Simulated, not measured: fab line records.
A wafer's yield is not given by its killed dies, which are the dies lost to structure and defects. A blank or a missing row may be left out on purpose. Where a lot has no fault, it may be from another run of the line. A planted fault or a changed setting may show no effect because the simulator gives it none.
fab line records + flow rit_cmos
record
- lots=5
- wafers=15
- last_day=7
route steps=202 shown REOX@100 NLDD@103 PLDD@114 M1@202
lots that met no fault: from a run of the same line without faults
start_h: start of the lot's first displayed wafer, in hours after the record's first day + wait_h: hours since the lot's step before + " the same as in the row above + L1.1+2: several wafers, shown together as one row + - no value, or no start was given + * or withheld: withheld + < > ~ a bound
route shown NAME@n: a module of which the file shows steps, and the number in the route of the first + usual: the fault-free wafers' mean and standard deviation + same: alike in all rows + chamber/n: place in a boat + sites: the reading at each site + _std_site: the standard deviation of these + _edge_site: mean of outer sites minus mean of inner sites + radius_mm: for every site, how far away it sits from the centre of the wafer + mask NAME#n: copy n + behind: the last tool/chamber to shape the wafer + hold: the reason the lot was held/the length of the hold in hours/how it ended + device: which transistor (n, p or np) failed to switch + end of line: the same wafers' tests at the end of the route + step lacking rows: just its recipe + killed: not the wafer's yield, but the dies lost to structure and defects at the first sort + map: shows each die of a wafer: x if killed, . if not, _ if none is there
set.NAME: the setting that was run; set.NAME@STEP: the one run at that earlier step + model.NAME: the simulator's own value behind a step, which no gauge read
lots seen at some steps along the route; tables by step, rows by wafer
services: from which hour (start_h, from the record's first day; less than 0 if before it) a tool's chamber was out of use, for how many hours, and why
## steps
# step RIT_REOX_CLEAN_02
# recipe
- chemistry=SC2
- mix=3:3:50
- time_s=600
- temp_c=75
- dry=n2_spin
# step RIT_REOX_OXIDATION_03
# recipe
- temp_c=900
- ambient=O2
- target_thk_a=252
- ox_time_s=5580
# step RIT_REOX_THK_MEAS_04
# recipe
- reads=SiO2_of_REOX_OXIDATION_03
# usual
- REOX_OXIDE_THK=25.0/0.49
| lot.wafer | tool          | chamber | start_h | wait_h | REOX_OXIDE_THK[nm] |
|-----------|---------------|---------|---------|--------|--------------------|
| L167.1    | film_metro-02 | -       | 57.54   | 0.0    | 25.6               |
| L167.2    | "             | -       | "       | "      | 25.1               |
| L167.4    | "             | -       | "       | "      | 25.6               |
| L169.1    | film_metro-04 | -       | 67.66   | 0.0    | 24.6               |
| L169.4    | "             | -       | "       | "      | 24.8               |
| L169.5    | "             | -       | "       | "      | 24.7               |
| L172.1    | film_metro-03 | -       | 82.19   | 0.0    | 25.1               |
| L172.2    | "             | -       | "       | "      | 24.8               |
| L172.5    | "             | -       | "       | "      | 25.2               |
| L184.2    | film_metro-02 | -       | 139.86  | 0.0    | 24.9               |
| L184.4    | "             | -       | "       | "      | 25.0               |
| L184.5    | "             | -       | "       | "      | 25.2               |
| L188.3    | film_metro-04 | -       | 160.51  | 0.0    | 25.7               |
| L188.4    | "             | -       | "       | "      | 25.3               |
| L188.5    | "             | -       | "       | "      | 25.0               |
# step RIT_NLDD_HMDS_00
# recipe
- prime_time_s=60
- prime_temp_c=140
# step RIT_NLDD_COAT_01
# recipe
- resist=NOVOLAK
- spin_rpm=3250
- resist_thk_nm=1000
# step RIT_NLDD_SOFTBAKE_02
# recipe
- resist=NOVOLAK
- temp_c=90
- time_s=60
# step RIT_NLDD_EXPOSE_03
# recipe
- mask_id=M7
- na=0.57
- target_cd_nm=40700
- dose_mj=250
# step RIT_NLDD_PEB_04
# recipe
- resist=NOVOLAK
- temp_c=withheld
- time_s=withheld
# step RIT_NLDD_DEVELOP_05
# recipe
- resist=NOVOLAK
- develop_time_s=50
- dev_temp_c=23
# step RIT_NLDD_OVL_MEAS_06
# usual
- NLDD_OVL=-0.4/1.7
| lot.wafer | tool       | chamber | start_h | wait_h | NLDD_OVL[nm] |
|-----------|------------|---------|---------|--------|--------------|
| L167.1    | overlay-02 | -       | 58.57   | -      | -2.9         |
| L167.2    | "          | -       | "       | "      | -2.6         |
| L167.4    | "          | -       | "       | "      | -4.0         |
| L169.1    | overlay-02 | -       | 68.73   | -      | -2.3         |
| L169.4    | "          | -       | "       | "      | -1.9         |
| L169.5    | "          | -       | "       | "      | -1.7         |
| L172.1    | overlay-01 | -       | 83.30   | -      | -1.3         |
| L172.2    | "          | -       | "       | "      | -1.2         |
| L172.5    | "          | -       | "       | "      | -0.6         |
| L184.2    | overlay-02 | -       | 140.77  | -      | -2.4         |
| L184.4    | "          | -       | "       | "      | -2.8         |
| L184.5    | "          | -       | "       | "      | -3.8         |
| L188.3    | overlay-01 | -       | 161.54  | -      | 1.8          |
| L188.4    | "          | -       | "       | "      | 0.5          |
| L188.5    | "          | -       | "       | "      | 2.4          |
# step RIT_NLDD_HARDBAKE_07
# recipe
- resist=NOVOLAK
- temp_c=140
- time_s=60
# step RIT_NLDD_IMPLANT_08
# recipe
- species=P
- energy_kev=20
- dose_cm2=5e+14
- tilt_deg=7
# step RIT_NLDD_STRIP_09
# recipe
- chemistry=O2
- time_s=180
- resist=NOVOLAK
- platen_temp_c=withheld
- power_w=500
- pressure_mtorr=4000
- o2_flow_sccm=4000
# usual
- drypump_motor_current_A=5.5/0.4
- run_length_s=208.2/0.43
# same
- time_s=180
| lot.wafer | tool            | chamber | start_h | wait_h | drypump_motor_current_A | rf_hours_counter_h | run_length_s | model.NOVOLAK_of_NLDD_COAT_01.thk_nm |
|-----------|-----------------|---------|---------|--------|-------------------------|--------------------|--------------|--------------------------------------|
| L167.1    | plasma_asher-01 | 0       | 58.91   | 0.1    | 5.5                     | 37                 | 208.4        | 0                                    |
| L167.2    | "               | 1       | "       | "      | 5.2                     | 37                 | 208.1        | 0                                    |
| L167.4    | "               | 0       | "       | "      | 5.5                     | -                  | 208.5        | 0                                    |
| L169.1    | plasma_asher-01 | 1       | 69.07   | 0.1    | 5.1                     | 38                 | 208.2        | 0                                    |
| L169.4    | "               | 1       | "       | "      | 5.2                     | -                  | 208.4        | 0                                    |
| L169.5    | "               | 0       | "       | "      | 5.5                     | -                  | 208.7        | 0                                    |
| L172.1    | plasma_asher-01 | 0       | 83.63   | 0.1    | 5.5                     | 40                 | 72.6         | 156.7                                |
| L172.2    | "               | 1       | "       | "      | 5.2                     | 40                 | 72.1         | 155.4                                |
| L172.5    | "               | 0       | "       | "      | 5.5                     | -                  | 72.0         | 155.7                                |
| L184.2    | plasma_asher-01 | 0       | 141.10  | 0.1    | 5.5                     | 47                 | 208.9        | 0                                    |
| L184.4    | "               | 0       | "       | "      | 5.5                     | -                  | 208.3        | 0                                    |
| L184.5    | "               | 1       | "       | "      | 5.1                     | -                  | 208.0        | 0                                    |
| L188.3    | plasma_asher-04 | 1       | 161.92  | 0.1    | 5.2                     | -                  | 208.1        | 0                                    |
| L188.4    | "               | 0       | "       | "      | 5.6                     | -                  | 207.7        | 0                                    |
| L188.5    | "               | 0       | "       | "      | 5.7                     | -                  | 207.9        | 0                                    |
# step RIT_NLDD_TW_MEAS_10
# usual
- NLDD_TW=2467/19
| lot.wafer | tool          | chamber | start_h | wait_h | NLDD_TW |
|-----------|---------------|---------|---------|--------|---------|
| L167.1    | film_metro-03 | -       | 59.08   | 0.1    | 2469    |
| L167.2    | "             | -       | "       | "      | 2472    |
| L167.4    | "             | -       | "       | "      | 2473    |
| L169.1    | film_metro-04 | -       | 69.24   | 0.1    | 2467    |
| L169.4    | "             | -       | "       | "      | 2462    |
| L169.5    | "             | -       | "       | "      | 2455    |
| L172.1    | film_metro-03 | -       | 83.81   | 0.1    | 2461    |
| L172.2    | "             | -       | "       | "      | 2460    |
| L172.5    | "             | -       | "       | "      | 2486    |
| L184.2    | film_metro-03 | -       | 141.28  | 0.1    | 2492    |
| L184.4    | "             | -       | "       | "      | 2473    |
| L184.5    | "             | -       | "       | "      | 2473    |
| L188.3    | film_metro-01 | -       | 162.06  | 0.1    | 2487    |
| L188.4    | "             | -       | "       | "      | 2496    |
| L188.5    | "             | -       | "       | "      | 2497    |
# step RIT_PLDD_HMDS_00
# recipe
- prime_time_s=60
- prime_temp_c=140
# step RIT_PLDD_COAT_01
# recipe
- resist=NOVOLAK
- spin_rpm=3250
- resist_thk_nm=1000
# step RIT_PLDD_SOFTBAKE_02
# recipe
- resist=NOVOLAK
- temp_c=90
- time_s=60
# step RIT_PLDD_EXPOSE_03
# recipe
- mask_id=M8
- na=0.57
- target_cd_nm=40900
- dose_mj=250
# step RIT_PLDD_PEB_04
# recipe
- resist=NOVOLAK
- temp_c=withheld
- time_s=withheld
# step RIT_PLDD_DEVELOP_05
# recipe
- resist=NOVOLAK
- develop_time_s=50
- dev_temp_c=23
# step RIT_PLDD_OVL_MEAS_06
# usual
- PLDD_OVL=-0.2/1.2
| lot.wafer | tool       | chamber | start_h | wait_h | PLDD_OVL[nm] |
|-----------|------------|---------|---------|--------|--------------|
| L167.1    | overlay-01 | -       | 60.12   | -      | 1.1          |
| L167.2    | "          | -       | "       | "      | -0.4         |
| L167.4    | "          | -       | "       | "      | 0.4          |
| L169.1    | overlay-02 | -       | 70.28   | -      | 0.0          |
| L169.4    | "          | -       | "       | "      | 0.2          |
| L169.5    | "          | -       | "       | "      | -0.2         |
| L172.1    | overlay-01 | -       | 84.89   | -      | -2.1         |
| L172.2    | "          | -       | "       | "      | -1.9         |
| L172.5    | "          | -       | "       | "      | -0.7         |
| L184.2    | overlay-02 | -       | 142.19  | -      | -0.7         |
| L184.4    | "          | -       | "       | "      | 0.4          |
| L184.5    | "          | -       | "       | "      | -0.6         |
| L188.3    | overlay-02 | -       | 163.09  | -      | 1.2          |
| L188.4    | "          | -       | "       | "      | 0.3          |
| L188.5    | "          | -       | "       | "      | 0.6          |
# step RIT_PLDD_HARDBAKE_07
# recipe
- resist=NOVOLAK
- temp_c=140
- time_s=60
# step RIT_PLDD_IMPLANT_08
# recipe
- species=BF2
- energy_kev=20
- dose_cm2=9e+14
- tilt_deg=7
# step RIT_PLDD_STRIP_09
# recipe
- chemistry=O2
- time_s=180
- resist=NOVOLAK
- platen_temp_c=withheld
- power_w=500
- pressure_mtorr=4000
- o2_flow_sccm=4000
# usual
- drypump_motor_current_A=5.7/0.47
- run_length_s=208.2/0.52
# same
- time_s=180
| lot.wafer | tool            | chamber | start_h | wait_h | drypump_motor_current_A | rf_hours_counter_h | run_length_s |
|-----------|-----------------|---------|---------|--------|-------------------------|--------------------|--------------|
| L167.1    | plasma_asher-02 | 1       | 60.46   | 0.1    | 5.5                     | 41                 | 207.5        |
| L167.2    | "               | 0       | "       | "      | 5.6                     | 41                 | 208.5        |
| L167.4    | "               | 1       | "       | "      | 5.5                     | -                  | 207.6        |
| L169.1    | plasma_asher-04 | 1       | 70.61   | 0.1    | 5.1                     | 27                 | 208.2        |
| L169.4    | "               | 0       | "       | "      | 5.7                     | -                  | 207.8        |
| L169.5    | "               | 0       | "       | "      | 5.7                     | -                  | 207.6        |
| L172.1    | plasma_asher-04 | 0       | 85.22   | 0.1    | 5.7                     | 28                 | 207.6        |
| L172.2    | "               | 1       | "       | "      | 5.1                     | 28                 | 208.1        |
| L172.5    | "               | 0       | "       | "      | 5.7                     | -                  | 207.7        |
| L184.2    | plasma_asher-04 | 0       | 142.52  | 0.1    | 5.7                     | 34                 | 207.7        |
| L184.4    | "               | 1       | "       | "      | 5.2                     | -                  | 208.1        |
| L184.5    | "               | 0       | "       | "      | 5.6                     | -                  | 207.5        |
| L188.3    | plasma_asher-03 | 1       | 163.61  | 0.1    | 6.7                     | -                  | 208.9        |
| L188.4    | "               | 0       | "       | "      | 5.9                     | -                  | 208.4        |
| L188.5    | "               | 0       | "       | "      | 5.9                     | -                  | 208.6        |
# step RIT_PLDD_TW_MEAS_10
# usual
- PLDD_TW=2332/16
| lot.wafer | tool          | chamber | start_h | wait_h | hold                     | PLDD_TW |
|-----------|---------------|---------|---------|--------|--------------------------|---------|
| L167.1    | film_metro-01 | -       | 60.63   | 0.1    | -                        | 2340    |
| L167.2    | "             | -       | "       | "      | -                        | 2358    |
| L167.4    | "             | -       | "       | "      | -                        | 2344    |
| L169.1    | film_metro-01 | -       | 70.79   | 0.1    | -                        | 2345    |
| L169.4    | "             | -       | "       | "      | -                        | 2334    |
| L169.5    | "             | -       | "       | "      | -                        | 2354    |
| L172.1    | film_metro-01 | -       | 85.40   | 0.1    | await_dispo/0.2h/release | 30      |
| L172.2    | "             | -       | "       | "      | await_dispo/0.2h/release | 30      |
| L172.5    | "             | -       | "       | "      | await_dispo/0.2h/release | 30      |
| L172.1    | film_metro-01 | -       | 85.62   | 0.2    | -                        | 30      |
| L172.2    | "             | -       | "       | "      | -                        | 30      |
| L172.5    | "             | -       | "       | "      | -                        | 30      |
| L184.2    | film_metro-04 | -       | 142.71  | 0.1    | -                        | 2319    |
| L184.4    | "             | -       | "       | "      | -                        | 2312    |
| L184.5    | "             | -       | "       | "      | -                        | 2313    |
| L188.3    | film_metro-03 | -       | 163.75  | 0.1    | -                        | 2355    |
| L188.4    | "             | -       | "       | "      | -                        | 2358    |
| L188.5    | "             | -       | "       | "      | -                        | 2351    |
# step RIT_M1_PROBE_99
# usual
- defect_limited_yield=97.5/1.2
- killed_at_front_end=7/3
- killed_dies=7/3
- killed_open=3.6/1.9
- killed_short=3.2/1.8
- sort_bin_3_pad_short=0.1/0.22
- sort_bin_5_function=1.4/0.77
- sort_bin_6_memory=1.0/0.63
- sort_n_pass=257/3
- sort_yield_pct=97.5/1.2
# same
- gross_dies=264
- killed_at_M0_to_M3=0
- killed_at_M4_up=0
- killed_at_back_side=0
- killed_at_contacts=0
- killed_at_other=0
| lot.wafer | tool      | chamber | start_h | wait_h | defect_limited_yield[%] | killed_at_front_end | killed_dies | killed_open | killed_short | sort_bin_3_pad_short[%] | sort_bin_5_function[%] | sort_bin_6_memory[%] | sort_n_pass | sort_yield_pct[%] |
|-----------|-----------|---------|---------|--------|-------------------------|---------------------|-------------|-------------|--------------|-------------------------|------------------------|----------------------|-------------|-------------------|
| L167.1    | prober-01 | -       | 74.13   | 0.1    | 97.3                    | 7                   | 7           | 3           | 4            | 0                       | 1.9                    | 0.8                  | 257         | 97.3              |
| L167.2    | prober-01 | -       | 74.18   | 0.1    | 98.9                    | 3                   | 3           | 2           | 1            | 0                       | 0.4                    | 0.8                  | 261         | 98.9              |
| L167.4    | prober-01 | -       | 74.28   | 0.2    | 97.7                    | 6                   | 6           | 3           | 3            | 0.4                     | 0.8                    | 1.1                  | 258         | 97.7              |
| L169.1    | prober-02 | -       | 85.41   | 0.1    | 98.5                    | 4                   | 4           | 2           | 2            | 0                       | 1.1                    | 0.4                  | 260         | 98.5              |
| L169.4    | prober-02 | -       | 85.56   | 0.2    | 97.3                    | 7                   | 7           | 2           | 5            | 0.4                     | 1.1                    | 1.1                  | 257         | 97.3              |
| L169.5    | prober-02 | -       | 85.61   | 0.2    | 98.5                    | 4                   | 4           | 2           | 2            | 0                       | 1.1                    | 0.4                  | 260         | 98.5              |
| L184.2    | prober-01 | -       | 157.60  | 0.1    | 96.6                    | 9                   | 9           | 4           | 5            | 0                       | 1.5                    | 1.9                  | 255         | 96.6              |
| L184.4    | prober-01 | -       | 157.70  | 0.2    | 99.6                    | 1                   | 1           | 1           | 0            | 0                       | 0.4                    | 0                    | 263         | 99.6              |
| L184.5    | prober-01 | -       | 157.75  | 0.2    | 98.1                    | 5                   | 5           | 2           | 3            | 0                       | 1.9                    | 0                    | 259         | 98.1              |
| L188.3    | prober-01 | -       | 177.76  | 0.2    | 99.2                    | 2                   | 2           | 1           | 1            | 0                       | 0.4                    | 0.4                  | 262         | 99.2              |
| L188.4    | prober-01 | -       | 177.81  | 0.2    | 97.0                    | 8                   | 8           | 4           | 4            | 0.4                     | 0.8                    | 1.9                  | 256         | 97.0              |
| L188.5    | prober-01 | -       | 177.86  | 0.2    | 98.5                    | 4                   | 4           | 2           | 2            | 0                       | 1.1                    | 0.4                  | 260         | 98.5              |
# killed by level:class
L167.1 GATE:geometric_particle:short=2 SILICIDE:geometric_particle:short=2 FOX1:geometric_particle:open=1 REOX:geometric_particle:open=1 SILICIDE:geometric_particle:open=1
L167.2 FOX2:geometric_particle:open=1 REOX:geometric_particle:open=1 REOX:geometric_particle:short=1
L167.4 SPACER:geometric_particle:short=2 SPACER:geometric_particle:open=2 REOX:geometric_particle:open=1 REOX:geometric_particle:short=1
L169.1 GATE:geometric_particle:short=1 FOX2:geometric_particle:open=1 GATE:geometric_particle:open=1 REOX:geometric_particle:short=1
L169.4 GATE:geometric_particle:short=3 FOX1:geometric_particle:short=2 FOX1:geometric_particle:open=1 SPACER:geometric_particle:open=1
L169.5 GATE:geometric_particle:open=1 REOX:geometric_particle:short=1 SPACER:geometric_particle:short=1 SILICIDE:geometric_particle:open=1
L184.2 GATE:geometric_particle:short=4 SPACER:geometric_particle:open=2 FOX1:geometric_particle:open=1 FOX2:geometric_particle:short=1 GATE:geometric_particle:open=1
L184.4 SPACER:geometric_particle:open=1
L184.5 FOX1:geometric_particle:short=1 REOX:geometric_particle:short=1 SPACER:geometric_particle:short=1 SPACER:geometric_particle:open=1 SILICIDE:geometric_particle:open=1
L188.3 FOX2:geometric_particle:open=1 GATE:geometric_particle:short=1
L188.4 GATE:geometric_particle:short=3 GATE:geometric_particle:open=2 FOX2:geometric_particle:open=1 REOX:geometric_particle:open=1 SILICIDE:geometric_particle:short=1
L188.5 GATE:geometric_particle:open=1 REOX:geometric_particle:short=1 REOX:geometric_particle:open=1 SPACER:geometric_particle:short=1
## services
| tool            | chamber | start_h | hours | kind       |
|-----------------|---------|---------|-------|------------|
| plasma_asher-04 | -       | 73.26   | 1.3   | repair     |
| plasma_asher-03 | -       | 108.75  | 9.0   | pm         |
| plasma_asher-03 | 0       | 108.75  | 9.0   | vent_cycle |
| plasma_asher-03 | 1       | 108.75  | 9.0   | vent_cycle |
| plasma_asher-03 | 0       | 117.75  | -     | clean      |
| plasma_asher-03 | 1       | 117.75  | -     | clean      |
| plasma_asher-04 | -       | 131.30  | 3.8   | repair     |
| plasma_asher-02 | -       | 153.93  | 14.6  | pm         |
| plasma_asher-04 | -       | 157.03  | 1.3   | repair     |
## key
first_sign
- step=RIT_NLDD_STRIP_09
- reading=run_length_s
- direction=down
- sigmas=99+
- usual=*
- struck=*
effect
- step=RIT_PLDD_TW_MEAS_10
- reading=visit
- direction=added
effect
- step=RIT_PLDD_TW_MEAS_10
- reading=PLDD_TW
- direction=down
- sigmas=99+
- usual=2332
- struck=30
model_effect
- step=RIT_NLDD_STRIP_09
- value=NOVOLAK_of_NLDD_COAT_01.thk_nm
- without=0
- struck=155.9
met_at RIT_NLDD_STRIP_09
struck_wafers L172.1,L172.2,L172.5
scrapped_behind RIT_PLDD_TW_MEAS_10 L172.1,L172.2,L172.5
onset_between 69.07 83.63
fault
- kind=strip_aborted
- tool=plasma_asher-01
- chamber=-
- onset_h=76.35
- steps=RIT_NLDD_STRIP_09
- offset=0.6
- end_h=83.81
